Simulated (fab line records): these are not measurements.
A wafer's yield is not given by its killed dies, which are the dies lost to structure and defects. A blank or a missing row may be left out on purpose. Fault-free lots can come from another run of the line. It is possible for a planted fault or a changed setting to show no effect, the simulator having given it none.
Which tool is to blame? -- flow rit_cmos -- Sampling: 13 lots, 39 wafers, 5 of 202 route steps

WHAT THE GAUGES SHOWED, per wafer
RIT_CONTACT_THK_MEAS_01.
lot,measured,on,CONTACT_TEOS_THK (nm)
L260,day 3 07:46,film_metro-03,403 399 409
L261,day 3 13:25,film_metro-03,400 403 409
L262,day 3 17:58,film_metro-04,407 396 407
L263,day 3 19:40,film_metro-04,399 394 408
L264,day 4 03:24,film_metro-02,397 403 407
L265,day 4 07:55,film_metro-03,400 399 404
L266,day 4 11:05,film_metro-04,409 400 404
L274,day 6 05:06,film_metro-02,393 529 392
L276,day 6 15:46,film_metro-03,388 398 399
L278,day 7 01:48,film_metro-02,394 397 399
L280,day 7 11:53,film_metro-02,392 393 395
L281,day 7 13:34,film_metro-04,399 404 399
L283,day 7 23:08,film_metro-02,394 399 397

RIT_M1_OVL_MEAS_10.
lot,measured,on,M1_OVL (nm)
L260,day 3 11:25,overlay-02,-1.1 0.4 -0.8
L261,day 3 17:11,overlay-02,4.2 2.6 3.7
L262,day 3 21:51,overlay-01,-0.6 0.7 0.0
L263,day 3 23:34,overlay-02,0.5 0.5 1.0
L264,day 4 07:04,overlay-01,-1.6 -2.5 -0.9
L265,day 4 11:44,overlay-02,0.2 -0.3 -0.6
L266,day 4 14:55,overlay-01,0.7 -0.9 -3.2
L274,day 6 09:03,overlay-01,-2.1 -1.3
L276,day 6 19:32,overlay-02,-0.7 -0.5 -1.3
L278,day 7 05:52,overlay-02,-0.8 0.8 -0.4
L280,day 7 15:40,overlay-01,-3.1 -2.8 -3.8
L281,day 7 17:20,overlay-02,-4.3 -2.5 -3.3
L283,day 8 03:09,overlay-02,2.0 0.9 -0.4

TOOL THAT RAN EACH LOT (tool first, then ch and the chambers of the sampled wafers, then the start)
lot,RIT_NSD_STRIP_09,RIT_CONTACT_CVD_00,RIT_CONTACT_STRIP_12
L260,"plasma_asher-01 ch 0,1, day 3 04:20","pecvd-03 ch 0,1, day 3 07:43","plasma_asher-04 ch 0,1, day 3 09:18"
L261,"plasma_asher-02 ch 0,1, day 3 10:13","pecvd-02 ch 0,2, day 3 13:22","plasma_asher-03 ch 1, day 3 15:04"
L262,"plasma_asher-01 ch 1, day 3 14:32","pecvd-04 ch 0,1,2, day 3 17:54","plasma_asher-02 ch 1, day 3 19:36"
L263,"plasma_asher-03 ch 0,1, day 3 16:16","pecvd-03 ch 0,1,2, day 3 19:37","plasma_asher-02 ch 0,1, day 3 21:19"
L264,"plasma_asher-03 ch 0,1, day 4 00:13","pecvd-02 ch 1,2, day 4 03:20","plasma_asher-04 ch 0,1, day 4 04:55"
L265,"plasma_asher-03 ch 0,1, day 4 04:45","pecvd-04 ch 0,1, day 4 07:52","plasma_asher-02 ch 0,1, day 4 09:34"
L266,"plasma_asher-03 ch 0,1, day 4 07:35","pecvd-02 ch 0,1,2, day 4 11:02","plasma_asher-04 ch 0,1, day 4 12:38"
L274,"plasma_asher-03 ch 0, day 6 01:50","pecvd-04 ch 1,2, day 6 05:03","plasma_asher-04 ch 0,1, day 6 06:45"
L276,"plasma_asher-03 ch 0,1, day 6 12:40","pecvd-03 ch 0,1,2, day 6 15:41","plasma_asher-04 ch 0,1, day 6 17:20"
L278,"plasma_asher-02 ch 0,1, day 6 22:32","pecvd-02 ch 1,2, day 7 01:44","plasma_asher-04 ch 0,1, day 7 03:36"
L280,"plasma_asher-03 ch 0,1, day 7 08:31","pecvd-03 ch 0,1,2, day 7 11:50","plasma_asher-04 ch 0,1, day 7 13:32"
L281,"plasma_asher-01 ch 0,1, day 7 10:26","pecvd-02 ch 0,2, day 7 13:30","plasma_asher-04 ch 0,1, day 7 15:16"
L283,"plasma_asher-03 ch 0,1, day 7 19:57","pecvd-03 ch 0,2, day 7 23:04","plasma_asher-03 ch 0,1, day 8 01:01"
- RIT_NSD_STRIP_09: strips in O2, time 180 s.
- RIT_CONTACT_CVD_00: deposits SiO2 from TEOS, target thk 400 nm, time 61 s.
- RIT_CONTACT_STRIP_12: strips in O2, time 180 s.

WHAT THE TOOLS THEMSELVES READ (means of the sampled wafers that have a number; where no wafer has one, the mark that the record gives instead)
RIT_NSD_STRIP_09.
lot,tool,chamber_pressure_mTorr (mTorr),drypump_motor_current_A (A)
L260,plasma_asher-01,4000,5.5
L261,plasma_asher-02,4000,6.0
L262,plasma_asher-01,3998,6.3
L263,plasma_asher-03,3997,5.9
L264,plasma_asher-03,3998,5.8
L265,plasma_asher-03,3999,5.9
L266,plasma_asher-03,4001,5.8
L274,plasma_asher-03,3999,5.9
L276,plasma_asher-03,3996,5.9
L278,plasma_asher-02,3997,6.2
L280,plasma_asher-03,3999,5.9
L281,plasma_asher-01,4002,5.5
L283,plasma_asher-03,3999,5.9

RIT_CONTACT_CVD_00.
lot,tool,heater_power_w (W)
L260,pecvd-03,335
L261,pecvd-02,369
L262,pecvd-04,317
L263,pecvd-03,308
L264,pecvd-02,339
L265,pecvd-04,287
L266,pecvd-02,347
L274,pecvd-04,298
L276,pecvd-03,342
L278,pecvd-02,325
L280,pecvd-03,338
L281,pecvd-02,340
L283,pecvd-03,322

RIT_CONTACT_STRIP_12.
lot,tool,chamber_pressure_mTorr (mTorr),drypump_motor_current_A (A)
L260,plasma_asher-04,4000,5.99
L261,plasma_asher-03,4003,5.81
L262,plasma_asher-02,3999,5.92
L263,plasma_asher-02,4002,6.08
L264,plasma_asher-04,4002,5.75
L265,plasma_asher-02,4002,6.21
L266,plasma_asher-04,4001,5.98
L274,plasma_asher-04,4000,5.97
L276,plasma_asher-04,3999,5.98
L278,plasma_asher-04,3998,5.74
L280,plasma_asher-04,3998,5.97
L281,plasma_asher-04,4003,5.99
L283,plasma_asher-03,4000,5.85

THE ANSWER, worked out from the rows above alone
Rule: usual is defined by the lots themselves. The widest of any qualifying gaps counts: lots, ordered by their means at a reading, are off when they make up no more than a third of the lots, leave a main group of 4 or more, and stand apart from it by 3 or more times the standard deviation of that group's means. Not used: any main group whose means are identical at the precision the tables above print for the reading. Also off: a lot with no number at a reading for which 4 or more lots have one. Any other lot the step has rows for is counted as sound. First the gauges in route order, then the tools' own readings, where a lot's mean is used as printed above. The first step at which some lot is off is used, and at that step the reading that is off furthest; a lot without a number counts as furthest.
Off: at RIT_CONTACT_THK_MEAS_01 (CONTACT_TEOS_THK), L274. For the main group the mean is 400 nm and the standard deviation 3.6.
A tool fits if, at a process step before that reading, it ran every lot that is off, and no sound lot after the first of them. The gauges at RIT_CONTACT_THK_MEAS_01 are tried like those tools. One fits: pecvd-04 at RIT_CONTACT_CVD_00. Its last sound lot is L265 (day 4 07:52), its first lot that is off L274 (day 6 05:03): a fault that began between those two fits.

WHAT WAS PUT IN BY THE SIMULATOR
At RIT_CONTACT_CVD_00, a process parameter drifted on pecvd-04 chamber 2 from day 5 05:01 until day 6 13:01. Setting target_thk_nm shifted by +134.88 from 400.
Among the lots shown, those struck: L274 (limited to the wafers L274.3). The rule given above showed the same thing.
